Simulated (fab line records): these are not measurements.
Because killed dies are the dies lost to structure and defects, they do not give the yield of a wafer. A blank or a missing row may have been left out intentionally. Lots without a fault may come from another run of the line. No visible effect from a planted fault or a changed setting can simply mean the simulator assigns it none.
Comparing a struck lot with a sound one | flow rit cmos | 44 out of 202 route steps
Sound: wafers L350.3, L350.4, L350.6. The struck wafers were L356.1, L356.2, L356.4. Last of all comes the cause.
Each step with rows lists, per side, the tool, then ch with its chambers, then its first start. Under that, the readings that differ: sound wafers | struck wafers | difference of the means | sigmas: that difference in standard deviations of wafers without a fault.
alike: readings whose means differ by less than 2 such deviations, and words and numbers that are the same on both sides. not compared: withheld readings, readings that some wafer has no value for, bounds like >300 that may hide the same value, and numbers for which the record gives no deviation and whose values overlap.
Wherever a step has rows on one side only, a row that says differs or no value, or a row with sigmas, the two part there. When numbers do not overlap yet have no deviation, they are printed without sigmas and do not part them. A reading missing from all wafers of one side parts the sides only when that side holds two or more wafers.

first, 2 steps without rows for these wafers: RIT_NLDD_HARDBAKE_07 (time 60 s); RIT_NLDD_IMPLANT_08.
RIT_NLDD_STRIP_09: strips in O2, time 180 s.
  sound on plasma asher-04 ch 0,1, day 3 03:29; struck on plasma asher-04 ch 0,1, day 4 07:29
  alike: drypump motor current A
  not compared: rf hours counter h
RIT_NLDD_TW_MEAS_10:
  sound on film metro-04 at day 3 03:37; struck on film metro-02 at day 4 07:39
  reading | sound          | struck         | difference | sigmas
  NLDD_TW | 2491 2499 2502 | 2482 2478 2466 | -22        | -2
then, 6 steps without rows for these wafers: RIT_PLDD_HMDS_00 (prime time 60 s); RIT_PLDD_COAT_01 (resist thk 1000 nm); RIT_PLDD_SOFTBAKE_02 (time 60 s); RIT_PLDD_EXPOSE_03 (exposes mask M8, target cd 40900 nm); RIT_PLDD_PEB_04; RIT_PLDD_DEVELOP_05 (develop time 50 s).
RIT_PLDD_OVL_MEAS_06:
  sound on overlay-01 at day 3 04:31; struck on overlay-01 at day 4 08:41
  alike: PLDD_OVL
then, 1 step without rows for these wafers: RIT_PLDD_HARDBAKE_07 (time 60 s).
RIT_PLDD_IMPLANT_08:
  sound on implanter-02 ch 0, day 3 04:44; struck on implanter-03 ch 0, day 4 08:52
RIT_PLDD_STRIP_09: strips in O2, time 180 s.
  sound on plasma asher-01 ch 0,1, day 3 04:54; struck on plasma asher-03 ch 0,1, day 4 09:01
  alike: drypump motor current A
  not compared: rf hours counter h
RIT_PLDD_TW_MEAS_10:
  sound on film metro-02 at day 3 05:02; struck on film metro-04 at day 4 09:12
  reading | sound          | struck         | difference | sigmas
  PLDD_TW | 2346 2352 2339 | 2154 2307 2222 | -118       | -11
then, 4 steps without rows for these wafers: RIT_SPACER_CLEAN_00 (cleans in SC1, time 600 s); RIT_SPACER_CLEAN_01 (cleans in dHF, time 30 s); RIT_SPACER_CLEAN_02 (cleans in SC2, time 600 s); RIT_SPACER_CVD_03 (deposits Si3N4 from SiH2Cl2/NH3, target thk 250 nm, time 3300 s).
RIT_SPACER_THK_MEAS_04:
  sound on film metro-01 at day 3 07:25; struck on film metro-01 at day 4 11:32
  alike: SPACER_NITRIDE_THK
RIT_SPACER_ETCHBACK_05: etches Si3N4 in SF6/CHF3, stops on SiO2, target depth 250 nm, time 240 s.
  sound on rie diel-02 ch 0,2, day 3 07:27; struck on rie diel-04 ch 1,2,3, day 4 11:36
  alike: drypump motor current A, oes product au, throttle valve pct
  not compared: rf hours counter h
then, 6 steps without rows for these wafers: RIT_NSD_HMDS_00 (prime time 60 s); RIT_NSD_COAT_01 (resist thk 1000 nm); RIT_NSD_SOFTBAKE_02 (time 60 s); RIT_NSD_EXPOSE_03 (exposes mask M9, target cd 40700 nm); RIT_NSD_PEB_04; RIT_NSD_DEVELOP_05 (develop time 50 s).
RIT_NSD_OVL_MEAS_06:
  sound on overlay-02 at day 3 08:28; struck on overlay-01 at day 4 12:44
  alike: NSD_OVL
then, 2 steps without rows for these wafers: RIT_NSD_HARDBAKE_07 (time 60 s); RIT_NSD_IMPLANT_08.
RIT_NSD_STRIP_09: strips in O2, time 180 s.
  sound on plasma asher-03 ch 0,1, day 3 08:50; struck on plasma asher-04 ch 0,1, day 4 13:04
  alike: drypump motor current A
  not compared: rf hours counter h
RIT_NSD_TW_MEAS_10:
  sound on film metro-04 at day 3 08:59; struck on film metro-03 at day 4 13:14
  alike: NSD_TW
then, 6 steps without rows for these wafers: RIT_PSD_HMDS_00 (prime time 60 s); RIT_PSD_COAT_01 (resist thk 1000 nm); RIT_PSD_SOFTBAKE_02 (time 60 s); RIT_PSD_EXPOSE_03 (exposes mask M10, target cd 40900 nm); RIT_PSD_PEB_04; RIT_PSD_DEVELOP_05 (develop time 50 s).
RIT_PSD_OVL_MEAS_06:
  sound on overlay-01 at day 3 10:01; struck on overlay-01 at day 4 14:16
  reading      | sound          | struck      | difference | sigmas
  PSD_OVL (nm) | -1.7 -1.4 -1.8 | 1.0 0.7 1.5 | +2.7       | +2
then, 2 steps without rows for these wafers: RIT_PSD_HARDBAKE_07 (time 60 s); RIT_PSD_IMPLANT_08.
RIT_PSD_STRIP_09: strips in O2, time 180 s.
  sound on plasma asher-01 ch 0,1, day 3 10:23; struck on plasma asher-03 ch 0,1, day 4 14:37
  alike: drypump motor current A
  not compared: rf hours counter h
RIT_SDANNEAL_RS_MEAS_06: measures by four-point-probe.
  sound on film metro-03 at day 3 11:17; struck on film metro-04 at day 4 15:31
  reading          | sound             | struck            | difference | sigmas
  PLDD_RS (ohm/sq) | 178.0 178.5 178.2 | 182.9 180.6 182.2 | +3.7       | +7
RIT_M1_PROBE_99:
  sound on prober-02 at day 3 18:41; struck on prober-02 at day 4 22:38
  reading                              | sound                | struck              | difference | sigmas
  model.etest.pmos turned.r on ohm um  | 3210 3239 3268       | 2469 2751 2688      | -603       |
  model.etest.pmos_0p15.r on ohm um    | 2623 2663 2674       | 2441 2601 2596      | -107       |
  model.etest.pmos turned.drive ua um  | 206.2 203.9 201.6    | 291.8 258 264.1     | +67.4      |
  model.etest.pmos_0p15.drive ua um    | 268.2 262.9 262.3    | 294.7 273.1 271.1   | +15.2      |
  model.etest.pmos_0p15.swing mv dec   | 84.65 84.64 84.65    | 85.22 85.18 84.96   | +0.47      |
  model.etest.pmos_0p15.off log10 a um | -10.09 -10.09 -10.34 | -9.49 -9.811 -10.06 | +0.39      |
  alike: killed at contacts, killed at front end, killed dies, killed open, killed short
  not compared: model.etest.pmos_0p3.r on ohm um, model.etest.pmos_0p3.drive ua um

== WHERE THEY PART ==
Last at RIT_SDANNEAL_RS_MEAS_06 as far as this record goes, first at RIT_NLDD_TW_MEAS_10. Later steps at which nothing parts them and some readings are alike: RIT_M1_PROBE_99.

WHY: what the simulator had put in
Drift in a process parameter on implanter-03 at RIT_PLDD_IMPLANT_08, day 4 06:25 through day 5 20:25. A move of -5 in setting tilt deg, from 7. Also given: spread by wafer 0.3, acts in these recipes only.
